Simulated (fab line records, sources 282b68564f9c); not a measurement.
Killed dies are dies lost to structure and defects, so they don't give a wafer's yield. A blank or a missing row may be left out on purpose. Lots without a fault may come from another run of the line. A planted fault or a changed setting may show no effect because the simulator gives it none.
Which tool did it? | flow rit_cmos | 14 lots, 42 wafers sampled, at 5 steps of a route of 202

WHAT THE GAUGES READ, wafer by wafer
RIT_CONTACT_THK_MEAS_01. Usual: CONTACT_TEOS_THK 398 nm, standard deviation 4.6.
lot  | measured    | on            | CONTACT_TEOS_THK (nm)   | flag
L550 | day 3 04:33 | film_metro-03 | 390 392 394             |
L551 | day 3 07:41 | film_metro-01 | 391 388 404             |
L552 | day 3 11:58 | film_metro-01 | 391 400 399             |
L554 | day 4 02:42 | film_metro-02 | 396 405 407             |
L555 | day 4 05:35 | film_metro-02 | 398 400 404             |
L556 | day 4 10:44 | film_metro-01 | 397 401 404             |
L557 | day 4 14:23 | film_metro-01 | 395 394 397             |
L558 | day 5 01:07 | film_metro-03 | 400 395 402             |
L565 | day 6 10:16 | film_metro-02 | 375 383 380 375 383 380 | OFF
L568 | day 6 21:53 | film_metro-02 | 373 374 376 373 374 376 | OFF
L569 | day 7 02:27 | film_metro-01 | 393 402 399             |
L570 | day 7 06:52 | film_metro-01 | 385 384 391             |
L572 | day 7 18:00 | film_metro-02 | 393 391 400             |
L573 | day 7 21:34 | film_metro-02 | 396 397 401             |

WHICH TOOL RAN EACH LOT (tool, then ch and the chambers of the sampled wafers, then the start)
lot  | RIT_NSD_STRIP_09                    | RIT_SILICIDE_SPUTTER_01     | RIT_SILICIDE_RTA_04             | RIT_CONTACT_CVD_00
L550 | plasma_asher-02 ch 0,1, day 3 01:25 | pvd_sputter-04, day 3 04:00 | rtp_anneal-02 ch 0, day 3 04:20 | pecvd-02 ch 0,1,2, day 3 04:30
L551 | plasma_asher-01 ch 0,1, day 3 04:34 | pvd_sputter-01, day 3 07:08 | rtp_anneal-01 ch 0, day 3 07:28 | pecvd-03 ch 0,2, day 3 07:38
L552 | plasma_asher-01 ch 0,1, day 3 08:53 | pvd_sputter-04, day 3 11:23 | rtp_anneal-02 ch 0, day 3 11:44 | pecvd-04 ch 1,2, day 3 11:54
L554 | plasma_asher-02 ch 1, day 3 23:26   | pvd_sputter-04, day 4 02:08 | rtp_anneal-02 ch 0, day 4 02:28 | pecvd-03 ch 1,2, day 4 02:39
L555 | plasma_asher-01 ch 0,1, day 4 02:19 | pvd_sputter-01, day 4 05:01 | rtp_anneal-01 ch 0, day 4 05:22 | pecvd-04 ch 0,1,2, day 4 05:32
L556 | plasma_asher-01 ch 0,1, day 4 07:39 | pvd_sputter-04, day 4 10:10 | rtp_anneal-02 ch 0, day 4 10:31 | pecvd-02 ch 0,1,2, day 4 10:40
L557 | plasma_asher-03 ch 0,1, day 4 11:16 | pvd_sputter-01, day 4 13:50 | rtp_anneal-01 ch 0, day 4 14:10 | pecvd-03 ch 0,1, day 4 14:20
L558 | plasma_asher-02 ch 0,1, day 4 21:54 | pvd_sputter-04, day 5 00:29 | rtp_anneal-02 ch 0, day 5 00:49 | pecvd-04 ch 0,1,2, day 5 01:04
L565 | plasma_asher-02 ch 1, day 6 07:00   | pvd_sputter-02, day 6 09:43 | rtp_anneal-02 ch 0, day 6 10:03 | pecvd-02 ch 0,1,2, day 6 10:13
L568 | plasma_asher-02 ch 0,1, day 6 18:38 | pvd_sputter-02, day 6 21:20 | rtp_anneal-01 ch 0, day 6 21:40 | pecvd-02 ch 0,1,2, day 6 21:50
L569 | plasma_asher-02 ch 0,1, day 6 23:11 | pvd_sputter-01, day 7 01:53 | rtp_anneal-02 ch 0, day 7 02:13 | pecvd-03 ch 0,2, day 7 02:24
L570 | plasma_asher-03 ch 0,1, day 7 03:44 | pvd_sputter-01, day 7 06:19 | rtp_anneal-01 ch 0, day 7 06:38 | pecvd-04 ch 0,2, day 7 06:49
L572 | plasma_asher-01 ch 0,1, day 7 14:36 | pvd_sputter-01, day 7 17:26 | rtp_anneal-01 ch 0, day 7 17:47 | pecvd-03 ch 0,1,2, day 7 17:56
L573 | plasma_asher-02 ch 0,1, day 7 18:26 | pvd_sputter-02, day 7 21:01 | rtp_anneal-02 ch 0, day 7 21:20 | pecvd-04 ch 0,2, day 7 21:31
- RIT_NSD_STRIP_09: strips in O2, time 180 s.
- RIT_SILICIDE_SPUTTER_01: material Ti, target thk 30 nm, time 240 s.
- RIT_SILICIDE_RTA_04: time 10 s, ramp up 5 s, ramp down 5 s.
- RIT_CONTACT_CVD_00: deposits SiO2 from TEOS, target thk 400 nm, time 61 s.

WHAT THE TOOLS THEMSELVES READ (means of the sampled wafers that have a number; where no wafer has one, the mark that the record gives instead)
RIT_NSD_STRIP_09. Usual: chamber_pressure_mTorr 4000 mTorr, standard deviation 3.9; drypump_motor_current_A 5.7 A, standard deviation 0.61.
lot  | tool            | chamber_pressure_mTorr (mTorr) | drypump_motor_current_A (A) | flag
L550 | plasma_asher-02 | 4000                           | 6.3                         |
L551 | plasma_asher-01 | 3997                           | 5.2                         |
L552 | plasma_asher-01 | 4001                           | 5.2                         |
L554 | plasma_asher-02 | 3999                           | 6.5                         |
L555 | plasma_asher-01 | 4004                           | 5.0                         |
L556 | plasma_asher-01 | 4001                           | 5.0                         |
L557 | plasma_asher-03 | 4000                           | 5.2                         |
L558 | plasma_asher-02 | 3999                           | 6.3                         |
L565 | plasma_asher-02 | 4000                           | 6.5                         |
L568 | plasma_asher-02 | 4001                           | 6.3                         |
L569 | plasma_asher-02 | 3999                           | 6.3                         |
L570 | plasma_asher-03 | 4001                           | 5.4                         |
L572 | plasma_asher-01 | 3998                           | 5.2                         |
L573 | plasma_asher-02 | 3998                           | 6.2                         |

RIT_SILICIDE_SPUTTER_01. Usual: substrate_temp_c 24.99 C, standard deviation 0.11; throttle_valve_pct 29.7 %, standard deviation 0.73.
lot  | tool           | substrate_temp_c (C) | throttle_valve_pct (%) | flag
L550 | pvd_sputter-04 | 24.96                | 29.5                   |
L551 | pvd_sputter-01 | 24.96                | 30.1                   |
L552 | pvd_sputter-04 | 25.04                | 29.4                   |
L554 | pvd_sputter-04 | 25.00                | 30.0                   |
L555 | pvd_sputter-01 | 24.85                | 30.1                   |
L556 | pvd_sputter-04 | 24.97                | 29.4                   |
L557 | pvd_sputter-01 | 24.95                | 29.8                   |
L558 | pvd_sputter-04 | 24.94                | 29.4                   |
L565 | pvd_sputter-02 | 25.04                | 29.9                   |
L568 | pvd_sputter-02 | 25.05                | 30.1                   |
L569 | pvd_sputter-01 | 24.96                | 29.4                   |
L570 | pvd_sputter-01 | 24.96                | 30.1                   |
L572 | pvd_sputter-01 | 24.99                | 28.9                   |
L573 | pvd_sputter-02 | 25.08                | 30.2                   |

RIT_SILICIDE_RTA_04. Usual: chamber_o2_ppm 1.998, standard deviation 0.02; wafer_temp_C_max 653.3, standard deviation 1.6.
lot  | tool          | chamber_o2_ppm | wafer_temp_C_max | flag
L550 | rtp_anneal-02 | 1.984          | 651.4            |
L551 | rtp_anneal-01 | 1.987          | 654.8            |
L552 | rtp_anneal-02 | 2.005          | 651.6            |
L554 | rtp_anneal-02 | 1.998          | 652.5            |
L555 | rtp_anneal-01 | 1.983          | 654.8            |
L556 | rtp_anneal-02 | 2.007          | 652.2            |
L557 | rtp_anneal-01 | 1.988          | 654.1            |
L558 | rtp_anneal-02 | 1.966          | 651.4            |
L565 | rtp_anneal-02 | 1.990          | 652.0            |
L568 | rtp_anneal-01 | 1.995          | 654.6            |
L569 | rtp_anneal-02 | 2.019          | 651.9            |
L570 | rtp_anneal-01 | 2.021          | 654.9            |
L572 | rtp_anneal-01 | 2.019          | 654.4            |
L573 | rtp_anneal-02 | 2.013          | 652.3            |

RIT_CONTACT_CVD_00. Usual: heater_power_w 313 W, standard deviation 47.
lot  | tool     | heater_power_w (W) | flag
L550 | pecvd-02 | 287                |
L551 | pecvd-03 | 318                |
L552 | pecvd-04 | 312                |
L554 | pecvd-03 | 347                |
L555 | pecvd-04 | 317                |
L556 | pecvd-02 | 271                |
L557 | pecvd-03 | 320                |
L558 | pecvd-04 | 314                |
L565 | pecvd-02 | 288                |
L568 | pecvd-02 | 315                |
L569 | pecvd-03 | 312                |
L570 | pecvd-04 | 315                |
L572 | pecvd-03 | 322                |
L573 | pecvd-04 | 279                |

THE ANSWER, worked out from the rows above alone
Rule: a lot is off if the mean of its wafers that have a number lies more than 3 standard deviations from the usual mean. A lot without any number at a reading at which 4 lots or more have one is off too. The other lots that the step has rows for count as sound. The gauges are gone through in route order, then the tools' own readings, and for those a lot's mean is taken as printed above. The first step at which some lot is off is used, and at that step the reading that is off furthest; a lot without a number counts as furthest.
Off: L565, L568, at RIT_CONTACT_THK_MEAS_01 (CONTACT_TEOS_THK).
A tool fits if, at a process step before that reading, it ran every lot that is off, and no sound lot after the first of them. The gauges at RIT_CONTACT_THK_MEAS_01 are tried like those tools. One fits: pecvd-02 at RIT_CONTACT_CVD_00. Its last sound lot is L556 (day 4 10:40), its first lot that is off L565 (day 6 10:13): a fault that began between those two fits.

WHAT THE SIMULATOR HAD PUT IN
Process parameter drift: pecvd-02, from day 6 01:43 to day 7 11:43, at RIT_CONTACT_CVD_00. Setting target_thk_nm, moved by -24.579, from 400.
Lots struck among those shown: L565, L568. The rule above found the same.
